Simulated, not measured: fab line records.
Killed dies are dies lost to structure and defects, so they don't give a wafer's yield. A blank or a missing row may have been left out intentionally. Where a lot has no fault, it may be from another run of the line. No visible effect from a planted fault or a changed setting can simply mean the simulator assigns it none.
Which of the tools did it? | flow berkeley_cmos170 | 14 lots with 42 wafers sampled at 4 steps, on a route of 331 steps

WHAT THE GAUGES SHOWED, per wafer
UCB170_NVT_TW_MEAS_09.
lot  | measured     | on            | NVT_TW
L162 | day 5 06:37  | film_metro-04 | 524.6 531.1 528.8
L163 | day 5 13:55  | film_metro-04 | 523.9 530.6 528.0
L164 | day 5 13:40  | film_metro-03 | 523.7 525.8 524.4
L165 | day 6 08:15  | film_metro-03 | 524.0 525.7 520.8
L167 | day 6 08:07  | film_metro-04 | 529.9 530.2 528.5
L169 | day 6 22:44  | film_metro-03 | 524.8 524.4 524.6
L170 | day 7 02:53  | film_metro-02 | 520.5 520.8 518.9
L172 | day 7 15:19  | film_metro-03 | 524.6 523.3 522.4
L173 | day 8 00:22  | film_metro-02 | 522.4 525.9 521.0
L179 | day 9 02:47  | film_metro-02 | 533.2 531.6 530.2
L180 | day 9 11:37  | film_metro-04 | 537.3 536.4 535.9
L181 | day 9 11:14  | film_metro-03 | 530.8 527.2 529.0
L184 | day 10 07:19 | film_metro-02 | 527.0 525.7 528.5
L185 | day 10 07:32 | film_metro-03 | 523.5 520.5 523.7

TOOL THAT RAN EACH LOT (tool first, then ch and the chambers of the sampled wafers, then the start)
lot  | UCB170_PFIELD_STRIP_08              | UCB170_NVT_IMPLANT_07           | UCB170_NVT_STRIP_08
L162 | plasma_asher-04 ch 0,1, day 4 05:43 | implanter-02 ch 0, day 5 06:22  | plasma_asher-04 ch 1, day 5 06:31
L163 | plasma_asher-03 ch 0,1, day 4 09:20 | implanter-04 ch 0, day 5 13:41  | plasma_asher-02 ch 0,1, day 5 13:49
L164 | plasma_asher-04 ch 0,1, day 4 09:44 | implanter-03 ch 0, day 5 13:25  | plasma_asher-04 ch 0,1, day 5 13:34
L165 | plasma_asher-02 ch 0,1, day 4 18:44 | implanter-03 ch 0, day 6 08:03  | plasma_asher-02 ch 0,1, day 6 08:10
L167 | plasma_asher-03 ch 0,1, day 5 00:23 | implanter-02 ch 0, day 6 07:52  | plasma_asher-01 ch 0,1, day 6 08:01
L169 | plasma_asher-04 ch 0,1, day 5 12:14 | implanter-04 ch 0, day 6 22:29  | plasma_asher-04 ch 0,1, day 6 22:38
L170 | plasma_asher-02 ch 0,1, day 5 19:01 | implanter-02 ch 0, day 7 02:39  | plasma_asher-01 ch 0,1, day 7 02:46
L172 | plasma_asher-03 ch 0,1, day 6 09:52 | implanter-03 ch 0, day 7 15:06  | plasma_asher-01 ch 0,1, day 7 15:13
L173 | plasma_asher-03 ch 0,1, day 6 22:58 | implanter-02 ch 0, day 8 00:07  | plasma_asher-04 ch 0,1, day 8 00:16
L179 | plasma_asher-04 ch 0,1, day 7 21:18 | implanter-02 ch 0, day 9 02:32  | plasma_asher-04 ch 0,1, day 9 02:41
L180 | plasma_asher-03 ch 0,1, day 8 04:39 | implanter-02 ch 0, day 9 11:22  | plasma_asher-02 ch 0,1, day 9 11:31
L181 | plasma_asher-04 ch 0,1, day 8 09:57 | implanter-04 ch 0, day 9 10:57  | plasma_asher-01 ch 0,1, day 9 11:06
L184 | plasma_asher-02 ch 0,1, day 9 07:34 | implanter-04 ch 0, day 10 07:04 | plasma_asher-01 ch 0,1, day 10 07:13
L185 | plasma_asher-04 ch 0,1, day 9 08:01 | implanter-03 ch 0, day 10 07:17 | plasma_asher-02 ch 0,1, day 10 07:26
- UCB170_PFIELD_STRIP_08: strips in O2.
- UCB170_NVT_IMPLANT_07
- UCB170_NVT_STRIP_08: strips in O2.

AS READ BY THE TOOLS THEMSELVES (means over the sampled wafers that have a number; for cases with no such wafer, the mark the record gives instead)
UCB170_PFIELD_STRIP_08.
lot  | tool            | drypump_motor_current_A (A) | oes_product_au (a.u.) | strip_time_to_endpoint_s (s)
L162 | plasma_asher-04 | 5.6                         | 0.736                 | 21.68
L163 | plasma_asher-03 | 5.6                         | 0.736                 | 21.54
L164 | plasma_asher-04 | 5.6                         | 0.731                 | 21.60
L165 | plasma_asher-02 | 5.3                         | 0.733                 | 21.66
L167 | plasma_asher-03 | 5.4                         | 0.734                 | 21.63
L169 | plasma_asher-04 | 5.9                         | 0.730                 | 21.63
L170 | plasma_asher-02 | 5.7                         | 0.733                 | 21.66
L172 | plasma_asher-03 | 5.4                         | 0.732                 | 21.61
L173 | plasma_asher-03 | 5.5                         | 0.732                 | 21.60
L179 | plasma_asher-04 | 5.9                         | 0.734                 | 21.74
L180 | plasma_asher-03 | 5.6                         | 0.736                 | 21.66
L181 | plasma_asher-04 | 5.9                         | 0.731                 | 21.61
L184 | plasma_asher-02 | 5.3                         | 0.737                 | 21.57
L185 | plasma_asher-04 | 5.6                         | 0.738                 | 21.56

UCB170_NVT_IMPLANT_07.
lot  | tool         | beam_energy_keV | dose_ions_cm2 | faraday_current_uA
L162 | implanter-02 | 49.993          | 3.006e+12     | 9.57
L163 | implanter-04 | 49.987          | 3.001e+12     | 9.69
L164 | implanter-03 | 50.004          | 2.999e+12     | 9.63
L165 | implanter-03 | 49.994          | 3.001e+12     | 9.43
L167 | implanter-02 | 49.985          | 3.002e+12     | 9.54
L169 | implanter-04 | 50.000          | 2.998e+12     | 9.51
L170 | implanter-02 | 50.007          | 2.998e+12     | 9.51
L172 | implanter-03 | 49.984          | 3.000e+12     | 9.41
L173 | implanter-02 | 50.006          | 3.002e+12     | 9.48
L179 | implanter-02 | 50.002          | 3.181e+12     | 10.15
L180 | implanter-02 | 50.005          | 3.179e+12     | 10.19
L181 | implanter-04 | 49.978          | 3.001e+12     | 9.41
L184 | implanter-04 | 49.989          | 3.000e+12     | 9.58
L185 | implanter-03 | 49.995          | 3.003e+12     | 9.44

UCB170_NVT_STRIP_08.
lot  | tool            | drypump_motor_current_A (A) | oes_product_au (a.u.) | strip_time_to_endpoint_s (s)
L162 | plasma_asher-04 | 6.2                         | 0.737                 | 21.46
L163 | plasma_asher-02 | 5.7                         | 0.729                 | 21.35
L164 | plasma_asher-04 | 5.6                         | 0.737                 | 21.30
L165 | plasma_asher-02 | 5.7                         | 0.736                 | 21.43
L167 | plasma_asher-01 | 6.0                         | 0.730                 | 21.42
L169 | plasma_asher-04 | 5.6                         | 0.736                 | 21.45
L170 | plasma_asher-01 | 6.0                         | 0.735                 | 21.48
L172 | plasma_asher-01 | 6.0                         | 0.732                 | 21.38
L173 | plasma_asher-04 | 5.6                         | 0.732                 | 21.56
L179 | plasma_asher-04 | 5.6                         | 0.732                 | 21.44
L180 | plasma_asher-02 | 5.7                         | 0.734                 | 21.41
L181 | plasma_asher-01 | 6.1                         | 0.731                 | 21.43
L184 | plasma_asher-01 | 6.0                         | 0.732                 | 21.45
L185 | plasma_asher-02 | 5.7                         | 0.730                 | 21.46

THE ANSWER, worked out from the rows above alone
Rule: what is usual is taken from the lots themselves. The widest of any qualifying gaps counts: lots, ordered by their means at a reading, are off when they make up no more than a third of the lots, leave a main group of 4 or more, and stand apart from it by 3 or more times the standard deviation of that group's means. If all means in a main group match to the digits the tables above print for the reading, that group is not used. A lot without any number at a reading at which 4 lots or more have one is off too. All remaining lots with rows at the step are treated as sound. The gauges are gone through in route order, then the tools' own readings, and for those a lot's mean is taken as printed above. At the first step where some lot is off, the reading lying furthest off is the one used; lots without a number count as furthest.
Off: L179, L180, at UCB170_NVT_IMPLANT_07 (dose_ions_cm2). Main group: mean 3.001e+12, sd 2.1e+09.
If a tool, at that step or one of the process steps before it, ran each lot that is off and ran no sound lot following the first of them, it fits. One fits: implanter-02 at UCB170_NVT_IMPLANT_07. Its last sound lot is L173 (day 8 00:07), its first lot that is off L179 (day 9 02:32): a fault that began between those two fits.
The tool's own readings at UCB170_NVT_IMPLANT_07 bear it out: on the lots that are off they differ by more than 5 times the standard deviation of the sound lots' means. dose_ions_cm2 reads 3.180e+12 there against 3.001e+12 on the sound lots; faraday_current_uA reads 10.17 there against 9.52 on the sound lots.

WHAT THE SIMULATOR HAD INSERTED
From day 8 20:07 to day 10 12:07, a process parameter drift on implanter-02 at UCB170_NVT_IMPLANT_07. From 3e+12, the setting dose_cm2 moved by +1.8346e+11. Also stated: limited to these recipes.
Struck lots among those shown: L179, L180. Same finding as the rule above.
